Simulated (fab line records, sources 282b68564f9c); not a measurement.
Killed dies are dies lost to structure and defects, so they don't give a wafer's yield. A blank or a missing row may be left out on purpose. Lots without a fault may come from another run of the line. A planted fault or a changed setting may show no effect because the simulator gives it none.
Which tool did it? | flow rit_cmos | 14 lots, 42 wafers sampled, at 4 steps of a route of 202

WHAT THE GAUGES READ, wafer by wafer
RIT_ACTIVE_CD_MEAS_11: target cd 1400 nm.
lot  | measured    | on        | cd_nm (nm)
L990 | day 1 14:34 | cd_sem-02 | 1399.6 1398.5 1399.7
L992 | day 2 02:19 | cd_sem-01 | 1402.8 1402.6 1402.6
L993 | day 2 05:35 | cd_sem-01 | 1399.7 1397.9 1399.7
L996 | day 2 20:49 | cd_sem-01 | 1400.5 1400.3 1400.7
L997 | day 3 01:43 | cd_sem-01 | 1399.3 1401.5 1399.9
L100 | day 3 19:37 | cd_sem-01 | 1400.8 1400.5 1400.3
L101 | day 3 21:29 | cd_sem-01 | 1399.6 1401.9 1401.9
L103 | day 4 09:11 | cd_sem-01 | 1400.2 1403.5 1402.1
L105 | day 4 20:46 | cd_sem-01 | 1402.6 1402.0 1399.9
L106 | day 4 23:20 | cd_sem-01 | 1400.9 1400.0 1401.2
L108 | day 5 09:31 | cd_sem-01 | 1398.9 1401.2 1400.3
L111 | day 6 01:07 | cd_sem-01 | 1398.9 1398.7 1400.7
L112 | day 6 05:35 | cd_sem-02 | 1399.1 1397.8 1397.1
L113 | day 6 09:35 | cd_sem-01 | 1399.8 1398.9 1401.2

RIT_PRETRO_TW_MEAS_10.
lot  | measured     | on            | PRETRO_TW
L990 | day 2 09:22  | film_metro-02 | 484 484 482
L992 | day 2 19:47  | film_metro-02 | 484 483 484
L993 | day 3 00:31  | film_metro-02 | 485 484 482
L996 | day 3 17:57  | film_metro-02 | 482 483 485
L997 | day 4 00:55  | film_metro-04 | 476 474 475
L100 | day 4 15:47  | film_metro-03 | 474 473 471
L101 | day 4 18:34  | film_metro-04 | 475 474 476
L103 | day 5 05:42  | film_metro-03 | 471 468 470
L105 | day 5 18:26  | film_metro-02 | 484 482 480
L106 | day 5 23:12  | film_metro-02 | 594 590 593
L108 | day 6 07:23  | film_metro-03 | 578 579 582
L111 | day 6 19:55  | film_metro-04 | 472 474 474
L112 | day 18 13:03 | film_metro-04 | 480 482 478
L113 | day 7 03:32  | film_metro-04 | 475 474 475

RIT_PLDD_TW_MEAS_10.
lot  | measured     | on            | PLDD_TW
L990 | day 2 20:58  | film_metro-03 | 2346 2325 2339
L992 | day 3 12:37  | film_metro-03 | 2325 2310 2318
L993 | day 3 19:39  | film_metro-03 | 2328 2311 2326
L996 | day 4 06:59  | film_metro-01 | 2339 2335 2345
L997 | day 4 14:45  | film_metro-04 | 2336 2351 2351
L100 | day 5 08:55  | film_metro-04 | 2332 2338 2354
L101 | day 5 09:10  | film_metro-04 | 2334 2332 2342
L103 | day 5 23:24  | film_metro-01 | 2366 2369 2369
L105 | day 6 06:57  | film_metro-01 | 2353 2350 2355
L106 | day 6 14:34  | film_metro-04 | 2333 2335 2331
L108 | day 6 20:22  | film_metro-01 | 2359 2358 2356
L111 | day 7 10:40  | film_metro-01 | 2339 2348 2352
L112 | day 19 03:04 | film_metro-04 | 2365 2360 2359
L113 | day 7 16:10  | film_metro-01 | 2338 2353 2346

WHICH TOOL RAN EACH LOT (tool, then ch and the chambers of the sampled wafers, then the start)
lot  | RIT_PRETRO_IMPLANT_08
L990 | implanter-02 ch 0, day 2 09:02
L992 | implanter-02 ch 0, day 2 19:29
L993 | implanter-04 ch 0, day 3 00:12
L996 | implanter-04 ch 0, day 3 17:38
L997 | implanter-04 ch 0, day 4 00:36
L100 | implanter-01 ch 0, day 4 15:29
L101 | implanter-01 ch 0, day 4 18:17
L103 | implanter-04 ch 0, day 5 05:22
L105 | implanter-01 ch 0, day 5 18:07
L106 | implanter-04 ch 0, day 5 22:53
L108 | implanter-04 ch 0, day 6 07:04
L111 | implanter-01 ch 0, day 6 19:36
L112 | implanter-04 ch 0, day 18 12:44
L113 | implanter-02 ch 0, day 7 03:13
- RIT_PRETRO_IMPLANT_08

WHAT THE TOOLS THEMSELVES READ (means of the sampled wafers that have a number; where no wafer has one, the mark that the record gives instead)
RIT_PRETRO_IMPLANT_08.
lot  | tool         | dose_ions_cm2 | faraday_current_uA
L990 | implanter-02 | 1.2015e+13    | 37.9
L992 | implanter-02 | 1.2000e+13    | 38.5
L993 | implanter-04 | 1.1996e+13    | 38.1
L996 | implanter-04 | 1.1993e+13    | 38.1
L997 | implanter-04 | 1.1985e+13    | 38.3
L100 | implanter-01 | 1.1995e+13    | 37.9
L101 | implanter-01 | 1.1995e+13    | 37.3
L103 | implanter-04 | 1.1999e+13    | 38.4
L105 | implanter-01 | 1.1991e+13    | 38.4
L106 | implanter-04 | 2.3423e+13    | 73.4
L108 | implanter-04 | 2.3410e+13    | 73.2
L111 | implanter-01 | 1.2002e+13    | 38.0
L112 | implanter-04 | 1.1998e+13    | 38.3
L113 | implanter-02 | 1.1993e+13    | 38.0

THE ANSWER, worked out from the rows above alone
Rule: what is usual is taken from the lots themselves. Put in order of their means at a reading, lots are off if they are a third of the lots or fewer, leave a main group of 4 or more, and stand apart from it by a gap of 3 or more times the standard deviation of the main group's means; of several such gaps the widest counts. A main group whose means are all the same, to the digits that the tables above print for the reading, isn't used. A lot without any number at a reading at which 4 lots or more have one is off too. The other lots that the step has rows for count as sound. The gauges are gone through in route order, then the tools' own readings, and for those a lot's mean is taken as printed above. The first step at which some lot is off is used, and at that step the reading that is off furthest; a lot without a number counts as furthest.
Off: L106, L108, at RIT_PRETRO_TW_MEAS_10 (PRETRO_TW). The main group: mean 478, standard deviation 4.9.
A tool fits if, at a process step before that reading, it ran every lot that is off, and no sound lot after the first of them. The gauges at RIT_PRETRO_TW_MEAS_10 aren't tried: what is off there is off at RIT_PRETRO_IMPLANT_08 too, on other tools, and a gauge's error can't cause that. None of those tried fits.

WHAT THE SIMULATOR HAD PUT IN
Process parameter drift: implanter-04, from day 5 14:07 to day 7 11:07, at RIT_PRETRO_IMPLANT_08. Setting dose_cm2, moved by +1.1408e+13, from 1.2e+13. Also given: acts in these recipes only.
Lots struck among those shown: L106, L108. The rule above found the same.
